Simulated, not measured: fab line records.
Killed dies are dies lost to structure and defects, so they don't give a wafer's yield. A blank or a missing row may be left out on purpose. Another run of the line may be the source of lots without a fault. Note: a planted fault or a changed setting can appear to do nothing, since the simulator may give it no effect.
2 desks, one fault ; flow rit cmos ; numbers are kept per desk, each desk with only its own; the story behind them comes last

METROLOGY DESK
What the gauges read, lot by lot, whatever tool the lot ran on: means of the sampled wafers that have a number. Any lot whose mean is over 4 standard deviations away from the usual mean is out of limits and marked OUT; that distance is given in the brackets.
Columns: A = FIELD_OXIDE_LEFT_2_THK at RIT_FOX2_THK_MEAS_91, usual 257 nm; B = GATE_OXIDE_THK at RIT_GATE_THK_MEAS_07, usual 3.03 nm; C = GATE_POLY_THK at RIT_GATE_THK_MEAS_09, usual 250.0 nm; D = cd nm at RIT_GATE_CD_MEAS_16, usual 149.1 nm; E = GATE_OVL at RIT_GATE_OVL_MEAS_17, usual -0.6 nm
lot;first seen here;A;B;C;D;E
L676;day 2 13:52;259;3.03;246.8;146.4;0.3
L677;day 2 18:26;262;3.02;250.0;151.4;-0.9
L681;day 3 16:20;241;3.02;249.1;155.0;-0.8
L687;day 4 23:47;252;3.03;251.6;150.4;-0.5
L689;day 5 09:09;264;3.06;249.3;150.8;0.8
L696;day 6 19:41;253;3.04;253.8;146.9;-0.7
Finding of this desk: none of the 6 lots has anything out of limits.

DESK OF THE TOOL OWNER: litho track-03
The tool's own readings at RIT_GATE_COAT_11 (resist thk 850 nm): means of the sampled wafers that have a number, for each lot that ran on this tool. Any lot whose mean is over 4 standard deviations away from the usual mean is out of limits and marked OUT; that distance is given in the brackets.
Columns: A = dispense pressure kPa at RIT_GATE_COAT_11, usual 49.2 kPa; B = spin speed rpm at RIT_GATE_COAT_11, usual 4249.8 rpm
lot;first seen here;A;B
L676;day 2 18:35;46.7;4249.9
L681;day 3 19:37;46.6;4040.3 (-95) OUT
L687;day 5 03:52;46.6;4042.6 (-94) OUT
This desk finds L681, L687 out of limits, L681 being first, at day 3 19:37 (spin speed rpm at RIT_GATE_COAT_11). L676: within limits.

BROUGHT TOGETHER
An alarm could have come from the tool owner's desk at day 3 19:37, on L681, L687.
Metrology desk: nothing out of limits seen.
The metrology desk has L681, L687 on record, within its limits.
The lots listed all ran RIT_GATE_COAT_11 on litho track-03.

WHAT THE SIMULATOR HAD INSERTED
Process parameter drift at RIT_GATE_COAT_11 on litho track-03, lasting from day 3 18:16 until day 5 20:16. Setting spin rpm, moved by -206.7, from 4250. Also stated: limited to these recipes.
Lots struck among those shown: L681, L687.
How many hours passed from the start of the fault until each desk's first out-of-limits reading: the tool owner's desk, 1.
